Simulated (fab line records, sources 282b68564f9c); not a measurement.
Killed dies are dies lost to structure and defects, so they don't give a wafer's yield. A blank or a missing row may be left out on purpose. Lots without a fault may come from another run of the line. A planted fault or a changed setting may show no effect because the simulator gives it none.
fab line records | flow rit_cmos
record lots=5 wafers=23
route steps=202 shown ACTIVE@2 PWELL@40 NRETRO@54 GATE@89 NLDD@105
start_h: hours from the record's first day to the start of the lot's first wafer shown | wait_h: hours since the lot's step before | " the same as in the row above | L1.1+2: a row that stands for several wafers | - no value, or no start given | * or withheld: withheld | < > ~ a bound
route shown NAME@n: a module of which the file shows steps, and the number in the route of the first | usual: mean/standard deviation of fault-free wafers | same: alike in all rows | chamber/n: place in a boat | sites: the reading at each site | _std_site: their standard deviation | _edge_site: outer sites' mean less inner sites' | radius_mm: how far each site lies from the wafer's centre | mask NAME#n: copy n | behind: the tool/chamber that last shaped the wafer | hold: why the lot was held/for how many hours/how that ended | device: the transistor (n, p or np) that didn't switch | end of line: the same wafers' tests at the end of the route | a step without rows: its recipe alone | killed: dies lost to structure and defects at the first sort, not the wafer's yield | map: a wafer's dies, x killed, . not, _ none there
set.NAME: the setting as run; set.NAME@STEP: as run at that earlier step | model.NAME: the simulator's own value behind a step, which no gauge read
lots whose settings were changed on purpose; a table a step, a row a wafer
## steps
# step RIT_ACTIVE_OXIDATION_01
# recipe temp_c=1000 ambient=O2 target_thk_a=468 ox_time_s=3360
# columns lot.wafer tool chamber start_h wait_h set.ox_time_s model.SiO2_of_ACTIVE_OXIDATION_01.thk_nm
L076.1 - - - 0.7 3230 46.27
L076.2 " - " " 3230 45.64
L076.3 " - " " 3230 45.73
L076.4 " - " " 3230 46.05
L076.6 " - " " 3230 45.29
L081.1 - - - 2.1 3514 47.06
L081.2 " - " " 3514 47.97
L081.4 " - " " 3514 47.83
L081.5 " - " " 3514 47.44
L081.6 " - " " 3514 47.71
L082.1 - - - 3.5 3360 47.73
L082.2 " - " " 3360 47.89
L082.3 " - " " 3360 48.19
L082.5 " - " " 3360 48.28
L082.6 " - " " 3360 48.12
L084.2 furnace-03 0 64.29 4.3 3360 47.26
L084.3 " 0 " " 3360 46.67
L084.4 " 0 " " 3360 46.28
L085.1 - - - 2.5 3103 45
L085.3 " - " " 3103 44.56
L085.4 " - " " 3103 44.88
L085.5 " - " " 3103 43.66
L085.6 " - " " 3103 44.39
# step RIT_ACTIVE_DEVELOP_10
# recipe resist=NOVOLAK develop_time_s=50 dev_temp_c=23
# columns lot.wafer tool chamber start_h wait_h set.develop_time_s
L076.1+2+3 litho_track-03 0 - - 50
L076.4+6 " 0 " " 43.54
L081.1+2+5 litho_track-03 0 - - 45.58
L081.4+6 " 0 " " 50
L082.1+6 litho_track-01 0 - - 46.87
L082.2+3+5 " 0 " " 50
L084.2+3+4 litho_track-01 0 - - 50
L085.1+3+4+5+6 litho_track-01 0 - - 50
# step RIT_ACTIVE_CD_MEAS_11
# recipe target_cd_nm=1400
# usual cd_nm=1399.7/1.6
# columns lot.wafer tool chamber start_h wait_h set.develop_time_s@ACTIVE_DEVELOP_10 cd_nm
L076.1 cd_sem-02 - 25.13 - 50 1398.4
L076.2 " - " " 50 1400.0
L076.3 " - " " 50 1399.4
L076.4 " - " " 43.54 1413.8
L076.6 " - " " 43.54 1415.2
L081.1 cd_sem-02 - 52.18 - 45.58 1408.0
L081.2 " - " " 45.58 1410.3
L081.4 " - " " 50 1401.8
L081.5 " - " " 45.58 1409.7
L081.6 " - " " 50 1398.7
L082.1 cd_sem-02 - 57.85 - 46.87 1404.0
L082.2 " - " " 50 1397.3
L082.3 " - " " 50 1399.0
L082.5 " - " " 50 1397.1
L082.6 " - " " 46.87 1401.7
L084.2 cd_sem-01 - 68.86 - 50 1401.5
L084.3 " - " " 50 1399.8
L084.4 " - " " 50 1400.8
L085.1 cd_sem-02 - 72.03 - 50 1397.6
L085.3 " - " " 50 1399.2
L085.4 " - " " 50 1397.1
L085.5 " - " " 50 1398.9
L085.6 " - " " 50 1400.8
# step RIT_ACTIVE_HARDBAKE_12
# recipe resist=NOVOLAK temp_c=140 time_s=60
# step RIT_ACTIVE_ETCH_13
# recipe stop_on=SiO2 chemistry=SF6 target=Si3N4 time_s=210 over_etch_frac=0.4 SF6_flow_sccm=200 pressure_mtorr=260 rf_w=125 target_depth_a=2100
# columns lot.wafer tool chamber start_h wait_h set.develop_time_s@ACTIVE_DEVELOP_10 model.ACTIVE.cd_nm
L076.1 rie_diel-01 2 25.40 0.1 50 -
L076.2+3 " 0,3 " " 50 1399
L076.4 " 1 " " 43.54 1414
L076.6 " 2 " " 43.54 1415
L081.1 rie_diel-04 0 52.45 0.1 45.58 1408
L081.2+5 " 1,2 " " 45.58 1410
L081.4 " 2 " " 50 1402
L081.6 " 3 " " 50 1399
L082.1 rie_diel-01 0 58.12 0.1 46.87 1404
L082.2+5 " 2,1 " " 50 1397
L082.3 " 1 " " 50 1399
L082.6 " 2 " " 46.87 1402
L084.2 rie_diel-01 0 69.11 0.1 50 1402
L084.3 " 3 " " 50 1400
L084.4 " 2 " " 50 1401
L085.1 rie_diel-02 1 72.44 0.1 50 1398
L085.3+5 " 2 " " 50 1399
L085.4 " 3 " " 50 1397
L085.6 " 3 " " 50 1401
# step RIT_ACTIVE_STRIP_14
# recipe chemistry=O2 time_s=180 resist=NOVOLAK platen_temp_c=withheld power_w=500 pressure_mtorr=4000 o2_flow_sccm=4000
# step RIT_ACTIVE_CD_MEAS_90
# recipe target_cd_nm=1400
# usual cd_nm=1399.6/1.7
# columns lot.wafer tool chamber start_h wait_h set.develop_time_s@ACTIVE_DEVELOP_10 cd_nm
L076.1 cd_sem-01 - 25.71 0.1 50 1398.5
L076.2 " - " " 50 1399.4
L076.3 " - " " 50 1399.4
L076.4 " - " " 43.54 1414.2
L076.6 " - " " 43.54 1414.9
L081.1 cd_sem-02 - 52.75 0.1 45.58 1408.2
L081.2 " - " " 45.58 1410.4
L081.4 " - " " 50 1402.2
L081.5 " - " " 45.58 1409.7
L081.6 " - " " 50 1399.6
L082.1 cd_sem-02 - 58.43 0.1 46.87 1403.9
L082.2 " - " " 50 1397.2
L082.3 " - " " 50 1399.0
L082.5 " - " " 50 1396.7
L082.6 " - " " 46.87 1401.4
L084.2 cd_sem-02 - 69.44 0.1 50 1401.7
L084.3 " - " " 50 1400.0
L084.4 " - " " 50 1401.3
L085.1 cd_sem-02 - 72.79 0.1 50 1398.1
L085.3 " - " " 50 1399.0
L085.4 " - " " 50 1397.0
L085.5 " - " " 50 1398.5
L085.6 " - " " 50 1400.6
# step RIT_PWELL_COAT_01
# recipe resist=NOVOLAK spin_rpm=2000 resist_thk_nm=1300
# columns lot.wafer tool chamber start_h wait_h set.spin_rpm model.NOVOLAK_of_PWELL_COAT_01.thk_nm
L076.1 litho_track-01 0 33.77 0.1 2000 1298
L076.2 " 0 " " 2000 1302
L076.3 " 0 " " 2044 1287
L076.4 " 0 " " 2044 1286
L076.6 " 0 " " 2044 1284
L081.1 litho_track-03 0 61.22 0.1 2000 1298
L081.2 " 0 " " 2000 1297
L081.4 " 0 " " 2000 1295
L081.5 " 0 " " 2000 1293
L081.6 " 0 " " 2000 1299
L082.1 litho_track-03 0 71.19 0.1 2060 1279
L082.2 " 0 " " 2060 1275
L082.3 " 0 " " 2000 1295
L082.5 " 0 " " 2060 1280
L082.6 " 0 " " 2000 1296
L084.2 litho_track-02 0 76.49 0.1 2000 1302
L084.3 " 0 " " 2000 1304
L084.4 " 0 " " 2000 1303
L085.1 litho_track-02 0 78.94 0.1 2000 1301
L085.3 " 0 " " 2000 1300
L085.4+6 " 0 " " 2000 1302
L085.5 " 0 " " 2000 1304
# step RIT_PWELL_HARDBAKE_07
# recipe resist=NOVOLAK temp_c=140 time_s=120
# columns lot.wafer tool chamber start_h wait_h set.temp_c set.spin_rpm@PWELL_COAT_01 model.NOVOLAK_of_PWELL_COAT_01.thk_nm
L076.1 litho_track-03 0 34.66 0.0 140 2000 1135
L076.2 " 0 " " 140 2000 1139
L076.3 " 0 " " 140 2044 1126
L076.4 " 0 " " 140 2044 1125
L076.6 " 0 " " 140 2044 1123
L081.1 litho_track-03 0 62.11 0.0 140 2000 1135
L081.2 " 0 " " 141.8 2000 1132
L081.4 " 0 " " 140 2000 1132
L081.5 " 0 " " 141.8 2000 1128
L081.6 " 0 " " 141.8 2000 1134
L082.1 litho_track-01 0 72.04 0.0 140 2060 1118
L082.2 " 0 " " 144.1 2060 1110
L082.3 " 0 " " 140 2000 1132
L082.5 " 0 " " 140 2060 1120
L082.6 " 0 " " 144.1 2000 1128
L084.2 litho_track-01 0 77.40 0.1 140 2000 1138
L084.3+4 " 0 " " 140 2000 1140
L085.1+4 litho_track-01 0 79.70 0.0 140 2000 1138
L085.3 " 0 " " 136.5 2000 1143
L085.5 " 0 " " 140 2000 1141
L085.6 " 0 " " 136.5 2000 1145
# step RIT_NRETRO_COAT_01
# recipe resist=NOVOLAK spin_rpm=2000 resist_thk_nm=1300
# columns lot.wafer tool chamber start_h wait_h set.resist_thk_nm model.NOVOLAK_of_NRETRO_COAT_01.thk_nm
L076.1 litho_track-01 0 41.01 0.1 1337 1336
L076.2 " 0 " " 1337 1338
L076.3 " 0 " " 1300 1301
L076.4 " 0 " " 1337 1337
L076.6 " 0 " " 1300 1298
L081.1 litho_track-01 0 71.45 0.1 1300 1294
L081.2 " 0 " " 1266 1262
L081.4+6 " 0 " " 1300 1295
L081.5 " 0 " " 1266 1265
L082.1 litho_track-02 0 78.15 0.1 1300 1299
L082.2 " 0 " " 1300 1300
L082.3 " 0 " " 1300 1302
L082.5 " 0 " " 1321 1325
L082.6 " 0 " " 1321 1322
L084.2 litho_track-04 0 84.82 0.1 1300 1294
L084.3 " 0 " " 1300 1291
L084.4 " 0 " " 1300 1298
L085.1 litho_track-04 0 87.61 0.1 1234 1230
L085.3 " 0 " " 1234 1228
L085.4 " 0 " " 1300 1291
L085.5 " 0 " " 1300 1293
L085.6 " 0 " " 1234 1233
# step RIT_NRETRO_DEVELOP_05
# recipe resist=NOVOLAK develop_time_s=68 dev_temp_c=23
# columns lot.wafer tool chamber start_h wait_h set.develop_time_s
L076.1+2+3+4+6 litho_track-04 0 - - 68
L081.1+2 litho_track-02 0 - - 76.89
L081.4+5+6 " 0 " " 68
L082.1+5+6 litho_track-04 0 - - 68
L082.2+3 " 0 " " 63.21
L084.2+3+4 litho_track-01 0 - - 68
L085.1+3 litho_track-01 0 - - 68
L085.4+5+6 " 0 " " 62.21
# step RIT_NRETRO_HARDBAKE_07
# recipe resist=NOVOLAK temp_c=140 time_s=120
# columns lot.wafer tool chamber start_h wait_h set.resist_thk_nm@NRETRO_COAT_01 model.NOVOLAK_of_NRETRO_COAT_01.thk_nm
L076.1 litho_track-04 0 41.77 0.0 1337 1168
L076.2 " 0 " " 1337 1170
L076.3 " 0 " " 1300 1138
L076.4 " 0 " " 1337 1169
L076.6 " 0 " " 1300 1136
L081.1+4+6 litho_track-04 0 72.36 0.0 1300 1132
L081.2 " 0 " " 1266 1104
L081.5 " 0 " " 1266 1107
L082.1 litho_track-01 0 78.92 0.0 1300 1136
L082.2 " 0 " " 1300 1137
L082.3 " 0 " " 1300 1138
L082.5 " 0 " " 1321 1158
L082.6 " 0 " " 1321 1156
L084.2 litho_track-04 0 85.73 0.1 1300 1132
L084.3 " 0 " " 1300 1129
L084.4 " 0 " " 1300 1135
L085.1 litho_track-04 0 88.48 0.0 1234 1077
L085.3 " 0 " " 1234 1075
L085.4 " 0 " " 1300 1129
L085.5 " 0 " " 1300 1131
L085.6 " 0 " " 1234 1079
# step RIT_GATE_EXPOSE_13
# recipe mask_id=M6 na=0.6 source_shape=conventional sigma_outer=0.6 target_cd_nm=150 dose_mj=380
# columns lot.wafer tool chamber start_h wait_h mask set.dose_mj
L076.1+6 iline_stepper-01 0 54.76 0.2 M6#0 380
L076.2+3+4 " 0 " " M6#0 364.4
L081.1+5 iline_stepper-02 0 80.50 0.4 M6#0 380
L081.2+4+6 " 0 " " M6#0 368.3
L082.1+2+5 iline_stepper-01 0 88.28 0.2 M6#0 355
L082.3+6 " 0 " " M6#0 380
L084.2+3+4 iline_stepper-01 0 96.59 0.6 M6#0 380
L085.1+3+4+5+6 iline_stepper-02 0 98.89 0.2 M6#0 380
# step RIT_GATE_PEB_14
# recipe resist=NOVOLAK temp_c=withheld time_s=withheld
# step RIT_GATE_DEVELOP_15
# recipe resist=NOVOLAK develop_time_s=50 dev_temp_c=24.2
# columns lot.wafer tool chamber start_h wait_h set.dose_mj@GATE_EXPOSE_13 model.GATE.cd_nm
L076.1 litho_track-04 0 - - 380 154.3
L076.2 " 0 " " 364.4 176.1
L076.3 " 0 " " 364.4 175.5
L076.4 " 0 " " 364.4 176.8
L076.6 " 0 " " 380 155.4
L081.1 litho_track-03 0 - - 380 147
L081.2 " 0 " " 368.3 164
L081.4 " 0 " " 368.3 164.4
L081.5 " 0 " " 380 149.9
L081.6 " 0 " " 368.3 164.1
L082.1 litho_track-03 0 - - 355 186.3
L082.2 " 0 " " 355 186.5
L082.3 " 0 " " 380 152.9
L082.5 " 0 " " 355 185.4
L082.6 " 0 " " 380 151.2
L084.2 litho_track-03 0 - - 380 149.7
L084.3 " 0 " " 380 149.8
L084.4 " 0 " " 380 149.4
L085.1 litho_track-04 0 - - 380 150.2
L085.3 " 0 " " 380 145.7
L085.4 " 0 " " 380 144.9
L085.5 " 0 " " 380 149
L085.6 " 0 " " 380 147
# step RIT_GATE_CD_MEAS_16
# recipe target_cd_nm=150
# usual cd_nm=149.5/2.7
# columns lot.wafer tool chamber start_h wait_h set.dose_mj@GATE_EXPOSE_13 cd_nm
L076.1 cd_sem-01 - 55.16 - 380 154.5
L076.2 " - " " 364.4 176.0
L076.3 " - " " 364.4 175.9
L076.4 " - " " 364.4 176.3
L076.6 " - " " 380 155.2
L081.1 cd_sem-02 - 80.90 - 380 147.1
L081.2 " - " " 368.3 163.8
L081.4 " - " " 368.3 164.2
L081.5 " - " " 380 150.1
L081.6 " - " " 368.3 163.8
L082.1 cd_sem-01 - 88.68 - 355 186.4
L082.2 " - " " 355 186.3
L082.3 " - " " 380 152.7
L082.5 " - " " 355 185.1
L082.6 " - " " 380 151.6
L084.2 cd_sem-02 - 96.99 - 380 149.6
L084.3 " - " " 380 150.0
L084.4 " - " " 380 149.3
L085.1 cd_sem-01 - 99.29 - 380 150.5
L085.3 " - " " 380 145.4
L085.4 " - " " 380 144.7
L085.5 " - " " 380 149.0
L085.6 " - " " 380 147.1
# step RIT_GATE_ETCH_19
# recipe chemistry=SF6/CHF3/O2 time_s=165 SF6_flow_sccm=30 CHF3_flow_sccm=30 O2_flow_sccm=5 target=poly-Si pressure_mtorr=40 rf_w=160 target_depth_a=3125 over_etch_frac=0.25 stop_on=SiO2
# columns lot.wafer tool chamber start_h wait_h set.rf_w model.NOVOLAK_of_GATE_COAT_11.thk_nm
L076.1 rie_si-01 2 55.47 0.1 176.4 660.7
L076.2 " 3 " " 160 671.6
L076.3 " 0 " " 160 673.8
L076.4 " 2 " " 176.4 658.5
L076.6 " 0 " " 176.4 664.2
L081.1 rie_si-02 2 81.20 0.1 167.8 658.2
L081.2 " 0 " " 167.8 662.6
L081.4 " 3 " " 167.8 662.4
L081.5 " 1 " " 160 669.6
L081.6 " 0 " " 160 666.5
L082.1 rie_si-01 1 88.99 0.1 160 672.6
L082.2 " 3 " " 160 671.4
L082.3 " 2 " " 160 670.7
L082.5 " 2 " " 160 670.3
L082.6 " 1 " " 160 671.9
L084.2 rie_si-01 1 97.28 0.1 160 669.9
L084.3 " 2 " " 160 668.2
L084.4 " 0 " " 160 671.4
L085.1 rie_si-02 1 99.59 0.1 160 668.8
L085.3 " 3 " " 160 668.2
L085.4 " 1 " " 169.4 662.3
L085.5 " 2 " " 160 664.7
L085.6 " 3 " " 169.4 663.1
# step RIT_GATE_STRIP_20
# recipe chemistry=O2 time_s=180 resist=NOVOLAK platen_temp_c=withheld power_w=500 pressure_mtorr=4000 o2_flow_sccm=4000
# step RIT_GATE_CD_MEAS_90
# recipe target_cd_nm=150
# usual cd_nm=149.5/2.7
# columns lot.wafer tool chamber start_h wait_h set.dose_mj@GATE_EXPOSE_13 cd_nm
L076.1 cd_sem-02 - 55.75 0.1 380 153.9
L076.2 " - " " 364.4 176.1
L076.3 " - " " 364.4 175.4
L076.4 " - " " 364.4 176.4
L076.6 " - " " 380 155.2
L081.1 cd_sem-02 - 81.49 0.1 380 147.3
L081.2 " - " " 368.3 163.8
L081.4 " - " " 368.3 164.3
L081.5 " - " " 380 150.4
L081.6 " - " " 368.3 164.4
L082.1 cd_sem-02 - 89.27 0.1 355 186.1
L082.2 " - " " 355 186.7
L082.3 " - " " 380 153.0
L082.5 " - " " 355 185.4
L082.6 " - " " 380 151.1
L084.2 cd_sem-01 - 97.58 0.1 380 149.5
L084.3 " - " " 380 149.3
L084.4 " - " " 380 149.6
L085.1 cd_sem-01 - 99.88 0.1 380 150.1
L085.3 " - " " 380 145.7
L085.4 " - " " 380 145.0
L085.5 " - " " 380 148.8
L085.6 " - " " 380 147.0
# step RIT_NLDD_SOFTBAKE_02
# recipe resist=NOVOLAK temp_c=90 time_s=60
# columns lot.wafer tool chamber start_h wait_h set.temp_c model.NOVOLAK_of_NLDD_COAT_01.thk_nm
L076.1+6 litho_track-02 0 61.25 0.1 93.27 994.8
L076.2 " 0 " " 90 1006
L076.3 " 0 " " 93.27 994.3
L076.4 " 0 " " 90 1005
L081.1 litho_track-03 0 87.03 0.1 90 993.4
L081.2 " 0 " " 90 995.9
L081.4 " 0 " " 88.1 998.5
L081.5 " 0 " " 90 997.3
L081.6 " 0 " " 88.1 994.5
L082.1 litho_track-02 0 94.52 0.1 93.2 989.6
L082.2 " 0 " " 93.2 992.2
L082.3 " 0 " " 90 996.8
L082.5 " 0 " " 90 996
L082.6 " 0 " " 93.2 990.7
L084.2 litho_track-02 0 102.61 0.1 90 999.4
L084.3 " 0 " " 90 999
L084.4 " 0 " " 90 1001
L085.1 litho_track-01 0 103.72 0.1 92.29 994.1
L085.3 " 0 " " 90 999.1
L085.4 " 0 " " 92.29 993.3
L085.5 " 0 " " 92.29 994
L085.6 " 0 " " 90 996.6
# step RIT_NLDD_DEVELOP_05
# recipe resist=NOVOLAK develop_time_s=50 dev_temp_c=23
# columns lot.wafer tool chamber start_h wait_h set.develop_time_s set.temp_c@NLDD_SOFTBAKE_02 model.NOVOLAK_of_NLDD_COAT_01.thk_nm
L076.1+6 litho_track-02 0 - - 50 93.27 994.5
L076.2 " 0 " " 50 90 1006
L076.3 " 0 " " 50 93.27 994
L076.4 " 0 " " 50 90 1004
L081.1 litho_track-03 0 - - 50 90 993.1
L081.2 " 0 " " 43.89 90 995.6
L081.4 " 0 " " 50 88.1 1003
L081.5 " 0 " " 43.89 90 997
L081.6 " 0 " " 43.89 88.1 999.3
L082.1 litho_track-01 0 - - 50 93.2 989.3
L082.2 " 0 " " 50 93.2 991.9
L082.3 " 0 " " 50 90 996.4
L082.5 " 0 " " 50 90 995.6
L082.6 " 0 " " 50 93.2 990.3
L084.2 litho_track-02 0 - - 50 90 999.1
L084.3 " 0 " " 50 90 998.6
L084.4 " 0 " " 50 90 1000
L085.1 litho_track-01 0 - - 50 92.29 993.8
L085.3 " 0 " " 50 90 998.7
L085.4 " 0 " " 50 92.29 993
L085.5 " 0 " " 50 92.29 993.7
L085.6 " 0 " " 50 90 996.2
## key
split step=RIT_ACTIVE_OXIDATION_01 setting=ox_time_s stated=3360 by=lot
response step=RIT_ACTIVE_OXIDATION_01 reading=model.SiO2_of_ACTIVE_OXIDATION_01.thk_nm change=+0.276 per=1% r=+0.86
split step=RIT_ACTIVE_DEVELOP_10 setting=develop_time_s stated=50 by=wafer
response step=RIT_ACTIVE_CD_MEAS_11 reading=cd_nm change=-1.09 per=1% r=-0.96
response step=RIT_ACTIVE_ETCH_13 reading=model.ACTIVE.cd_nm change=-1.06 per=1% r=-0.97
response step=RIT_ACTIVE_CD_MEAS_90 reading=cd_nm change=-1.08 per=1% r=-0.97
split step=RIT_PWELL_COAT_01 setting=spin_rpm stated=2000 by=wafer
response step=RIT_PWELL_COAT_01 reading=model.NOVOLAK_of_PWELL_COAT_01.thk_nm change=-6.09 per=1% r=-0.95
response step=RIT_PWELL_HARDBAKE_07 reading=model.NOVOLAK_of_PWELL_COAT_01.thk_nm change=-5.03 per=1% r=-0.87
split step=RIT_PWELL_HARDBAKE_07 setting=temp_c stated=140 by=wafer
response none clear
split step=RIT_NRETRO_COAT_01 setting=resist_thk_nm stated=1300 by=wafer
response step=RIT_NRETRO_COAT_01 reading=model.NOVOLAK_of_NRETRO_COAT_01.thk_nm change=+12.4 per=1% r=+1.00
response step=RIT_NRETRO_HARDBAKE_07 reading=model.NOVOLAK_of_NRETRO_COAT_01.thk_nm change=+10.7 per=1% r=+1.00
split step=RIT_NRETRO_DEVELOP_05 setting=develop_time_s stated=68 by=wafer
response none clear
split step=RIT_GATE_EXPOSE_13 setting=dose_mj stated=380 by=wafer
response step=RIT_GATE_DEVELOP_15 reading=model.GATE.cd_nm change=-5.17 per=1% r=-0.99
response step=RIT_GATE_CD_MEAS_16 reading=cd_nm change=-5.13 per=1% r=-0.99
response step=RIT_GATE_CD_MEAS_90 reading=cd_nm change=-5.15 per=1% r=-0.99
split step=RIT_GATE_ETCH_19 setting=rf_w stated=160 by=wafer
response step=RIT_GATE_ETCH_19 reading=model.NOVOLAK_of_GATE_COAT_11.thk_nm change=-1.1 per=1% r=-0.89
split step=RIT_NLDD_SOFTBAKE_02 setting=temp_c stated=90 by=wafer
response step=RIT_NLDD_SOFTBAKE_02 reading=model.NOVOLAK_of_NLDD_COAT_01.thk_nm change=-1.94 per=1% r=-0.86
response step=RIT_NLDD_DEVELOP_05 reading=model.NOVOLAK_of_NLDD_COAT_01.thk_nm change=-2.24 per=1% r=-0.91
split step=RIT_NLDD_DEVELOP_05 setting=develop_time_s stated=50 by=wafer
response none clear
